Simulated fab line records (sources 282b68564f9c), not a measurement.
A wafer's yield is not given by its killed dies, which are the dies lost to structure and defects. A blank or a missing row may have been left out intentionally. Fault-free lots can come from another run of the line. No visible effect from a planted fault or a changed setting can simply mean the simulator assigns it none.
Struck lot and sound lot, side by side + flow rit_cmos + 43 steps out of a route of 202
Sound: these wafers, L298.1, L298.3, L298.6. Wafers struck: L294.2, L294.5, L294.6. At the end, the cause is stated.
Per side, at each step with rows, come the tool, then ch with its chambers, and then its first start. Under that, the readings that differ: sound wafers + struck wafers + difference of the means + sigmas: that difference in standard deviations of wafers without a fault.
alike: same words and numbers on both sides, and readings whose means sit less than 2 such deviations apart. not compared: any withheld reading, any reading some wafer has no value for, any bound like >300 that may hide the same value, and any number with overlapping values for which the record gives no deviation.
A row with sigmas, a row that says differs or no value, or rows on one side alone: a step with any of these is where the two part. Non-overlapping numbers with no deviation appear without sigmas and do not part them. Lack of a reading on every wafer of one side parts them only where that side has two or more wafers.

first, 3 steps without rows for these wafers: RIT_REOX_CLEAN_01 (cleans in dHF, time 30 s); RIT_REOX_CLEAN_02 (cleans in SC2, time 600 s); RIT_REOX_OXIDATION_03 (target thk 25.2 nm, ox time 5580 s).
RIT_REOX_THK_MEAS_04:
  struck on film_metro-01, day 6 07:38; sound on film_metro-01, day 7 02:56
  alike: REOX_OXIDE_THK
then, 6 steps without rows for these wafers: RIT_NLDD_HMDS_00 (prime time 60 s); RIT_NLDD_COAT_01 (resist thk 1000 nm); RIT_NLDD_SOFTBAKE_02 (time 60 s); RIT_NLDD_EXPOSE_03 (exposes mask M7, target cd 40700 nm); RIT_NLDD_PEB_04; RIT_NLDD_DEVELOP_05 (develop time 50 s).
RIT_NLDD_OVL_MEAS_06:
  struck on overlay-02, day 6 08:40; sound on overlay-02, day 7 03:51
  alike: NLDD_OVL
then, 1 step without rows for these wafers: RIT_NLDD_HARDBAKE_07 (time 60 s).
RIT_NLDD_IMPLANT_08:
  sound on implanter-04 ch 0, day 7 04:02; struck on implanter-01 ch 0, day 6 08:52
| reading            | sound                        | struck                        | difference | sigmas      |
|--------------------|------------------------------|-------------------------------|------------|-------------|
| dose_ions_cm2      | 4.988e+14 4.99e+14 4.999e+14 | 2.109e+14 2.097e+14 2.105e+14 | -2.889e+14 | -99 or more |
| faraday_current_uA | 1608 1574 1624               | 658 655 660                   | -944       | -30         |
  alike: beam_on_s
RIT_NLDD_STRIP_09: strips in O2, time 180 s.
  sound on plasma_asher-02 ch 0,1, day 7 04:11; struck on plasma_asher-01 ch 0,1, day 6 08:59
  alike: drypump_motor_current_A
  not compared: rf_hours_counter_h
RIT_NLDD_TW_MEAS_10:
  struck on film_metro-01, day 6 09:24; sound on film_metro-02, day 7 04:22
| reading | sound          | struck         | difference | sigmas |
|---------|----------------|----------------|------------|--------|
| NLDD_TW | 2475 2500 2479 | 1948 1942 1955 | -536       | -32    |
  not compared: hold
then, 5 steps without rows for these wafers: RIT_PLDD_COAT_01 (resist thk 1000 nm); RIT_PLDD_SOFTBAKE_02 (time 60 s); RIT_PLDD_EXPOSE_03 (exposes mask M8, target cd 40900 nm); RIT_PLDD_PEB_04; RIT_PLDD_DEVELOP_05 (develop time 50 s).
RIT_PLDD_OVL_MEAS_06:
  struck on overlay-01, day 6 14:55; sound on overlay-02, day 7 05:17
  alike: PLDD_OVL
then, 2 steps without rows for these wafers: RIT_PLDD_HARDBAKE_07 (time 60 s); RIT_PLDD_IMPLANT_08.
RIT_PLDD_STRIP_09: strips in O2, time 180 s.
  sound on plasma_asher-04 ch 0,1, day 7 05:37; struck on plasma_asher-03 ch 0,1, day 6 15:20
  alike: drypump_motor_current_A
  not compared: rf_hours_counter_h
RIT_PLDD_TW_MEAS_10:
  struck on film_metro-02, day 6 15:31; sound on film_metro-04, day 7 05:47
| reading | sound          | struck         | difference | sigmas |
|---------|----------------|----------------|------------|--------|
| PLDD_TW | 2365 2372 2360 | 2339 2319 2334 | -35        | -2     |
then, 4 steps without rows for these wafers: RIT_SPACER_CLEAN_00 (cleans in SC1, time 600 s); RIT_SPACER_CLEAN_01 (cleans in dHF, time 30 s); RIT_SPACER_CLEAN_02 (cleans in SC2, time 600 s); RIT_SPACER_CVD_03 (deposits Si3N4 from SiH2Cl2/NH3, target thk 250 nm, time 3300 s).
RIT_SPACER_THK_MEAS_04:
  struck on film_metro-03, day 6 20:56; sound on film_metro-03, day 7 08:23
  alike: SPACER_NITRIDE_THK
RIT_SPACER_ETCHBACK_05: etches Si3N4 in SF6/CHF3, stops on SiO2, target depth 250 nm, time 240 s.
  sound on rie_diel-01 ch 0,1,3, day 7 08:27; struck on rie_diel-04 ch 1,2, day 6 20:59
  alike: CHF3_flow_sccm, drypump_motor_current_A, oes_product_au, throttle_valve_pct
  not compared: rf_hours_counter_h
then, 6 steps without rows for these wafers: RIT_NSD_HMDS_00 (prime time 60 s); RIT_NSD_COAT_01 (resist thk 1000 nm); RIT_NSD_SOFTBAKE_02 (time 60 s); RIT_NSD_EXPOSE_03 (exposes mask M9, target cd 40700 nm); RIT_NSD_PEB_04; RIT_NSD_DEVELOP_05 (develop time 50 s).
RIT_NSD_OVL_MEAS_06:
  struck on overlay-02, day 6 22:14; sound on overlay-01, day 7 09:27
  alike: NSD_OVL
then, 2 steps without rows for these wafers: RIT_NSD_HARDBAKE_07 (time 60 s); RIT_NSD_IMPLANT_08.
RIT_NSD_STRIP_09: strips in O2, time 180 s.
  sound on plasma_asher-03 ch 0,1, day 7 09:47; struck on plasma_asher-02 ch 0,1, day 6 22:43
  alike: drypump_motor_current_A
  not compared: rf_hours_counter_h
RIT_SDANNEAL_RS_MEAS_07: measures by four-point-probe.
  struck on film_metro-02, day 7 02:38; sound on film_metro-02, day 7 12:35
| reading          | sound             | struck            | difference | sigmas      |
|------------------|-------------------|-------------------|------------|-------------|
| NLDD_RS (ohm/sq) | 153.0 152.5 152.8 | 287.7 288.5 287.9 | +135.3     | +99 or more |
  not compared: hold
RIT_M1_PROBE_99:
  rows exist in the record for the sound wafers here (prober-01, day 7 19:41), none for the struck ones

== WHERE THEY PART ==
At RIT_NLDD_IMPLANT_08 first; at RIT_M1_PROBE_99 last (within this record only).

WHY: whatever the simulator had introduced
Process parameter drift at RIT_NLDD_IMPLANT_08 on implanter-01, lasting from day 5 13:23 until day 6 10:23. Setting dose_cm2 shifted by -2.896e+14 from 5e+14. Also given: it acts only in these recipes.
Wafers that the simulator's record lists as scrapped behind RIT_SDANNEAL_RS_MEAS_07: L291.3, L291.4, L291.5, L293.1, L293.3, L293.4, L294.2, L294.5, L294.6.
